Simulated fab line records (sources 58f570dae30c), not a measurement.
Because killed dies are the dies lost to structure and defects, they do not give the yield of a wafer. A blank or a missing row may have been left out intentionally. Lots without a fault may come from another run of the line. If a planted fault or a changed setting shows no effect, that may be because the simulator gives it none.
Comparing a struck lot with a sound one	flow berkeley cmos170	17 steps out of a route of 331
Sound: wafers L616.3, L616.5, L616.6. Wafers struck: L607.1, L607.2, L607.3. Last of all comes the cause.
Order at every step that has rows: each side's tool, ch and its chambers, its first start. Under that, the readings that differ: sound wafers	struck wafers	difference of the means	sigmas: that difference in standard deviations of wafers without a fault.
alike: words and numbers the same on both sides, and readings whose means are apart by under 2 such deviations; not compared: readings that were withheld, readings missing a value for some wafer, numbers with overlapping values and no deviation given by the record, and bounds like >300 which may hide the same value.
Wherever a step has rows on one side only, a row that says differs or no value, or a row with sigmas, the two part there. Numbers that don't overlap but have no deviation are shown without sigmas and don't part them. A reading that every wafer of one side lacks parts them only if that side has two wafers or more.

first, 1 step without rows for these wafers: UCB170_CONTACT_CLEAN_20 (cleans in SPM, time 600 s).
UCB170_M1_SPUTTER_00: material Al, target thk 600 nm, time 80 s.
  sound on pvd sputter-01, day 11 07:02; struck on pvd sputter-04, day 9 01:24
  alike: throttle valve pct
UCB170_M1_RS_MEAS_01: the measuring method here is four-point-probe.
  sound on film metro-01, day 11 07:08; struck on film metro-02, day 9 01:28
  alike: M1_AL_RS
UCB170_M1_THK_MEAS_02: measures by xrf.
  sound on film metro-01, day 11 07:14; struck on film metro-02, day 9 01:35
  alike: M1_AL_THK
then, 6 steps without rows for these wafers: UCB170_M1_COAT_03; UCB170_M1_COAT_04 (resist thk 900 nm); UCB170_M1_SOFTBAKE_05 (time 60 s); UCB170_M1_EXPOSE_06 (exposes mask METAL1, target cd 700 nm); UCB170_M1_PEB_07; UCB170_M1_DEVELOP_08 (develop time 45 s).
UCB170_M1_CD_MEAS_09 targets a cd of 700 nm.
  sound on cd sem-01, day 11 08:34; struck on cd sem-01, day 9 02:45
  alike: cd nm
UCB170_M1_OVL_MEAS_10:
  sound on overlay-01, day 11 08:40; struck on overlay-02, day 9 02:52
  alike: M1_OVL
UCB170_M1_ETCH_11: etches BARC in N2/H2.
  sound on rie diel-03 ch 0,1,2, day 11 08:41; struck on rie diel-04 ch 1,2,3, day 9 02:55
  no value came back on the struck wafers for any of 5 readings (bias w (W), chamber pressure mTorr (mTorr) and others); on the sound wafers bias w (W) reads 100.04 99.35 100.42
UCB170_M1_METAL_ETCH_12: etches Al in Cl2/BCl3, stops on PSG, target depth 780 nm, time 130 s.
  sound on rie metal-03 ch 0,1, day 11 08:46; struck on rie metal-03 ch 0,1, day 9 02:57
reading	sound	struck	difference	sigmas
oes product au (a.u.)	0.851 0.836 0.845	0.369 0.373 0.370	-0.473	-34
  alike: bcl3 flow sccm, bias w, drypump motor current A, throttle valve pct
  not compared: rf hours counter h
UCB170_M1_STRIP_13: strips in O2.
  sound on plasma asher-01 ch 0,1, day 11 08:53; struck on plasma asher-04 ch 0,1, day 9 03:05
  alike: drypump motor current A, oes product au
  not compared: rf hours counter h
UCB170_M1_CD_MEAS_90 targets a cd of 700 nm.
  sound on cd sem-02, day 11 09:00; struck on cd sem-01, day 9 03:21
reading	sound	struck	difference	sigmas
cd nm (nm)	703.4 702.6 702.6	- - -	no value on the struck wafers	
then, 1 step without rows for these wafers: UCB170_M1_ANNEAL_14 (time 1200 s).

WHERE THEY PART
At UCB170_M1_ETCH_11 first; at UCB170_M1_CD_MEAS_90 last (within this record only).

WHY: what the simulator had put in
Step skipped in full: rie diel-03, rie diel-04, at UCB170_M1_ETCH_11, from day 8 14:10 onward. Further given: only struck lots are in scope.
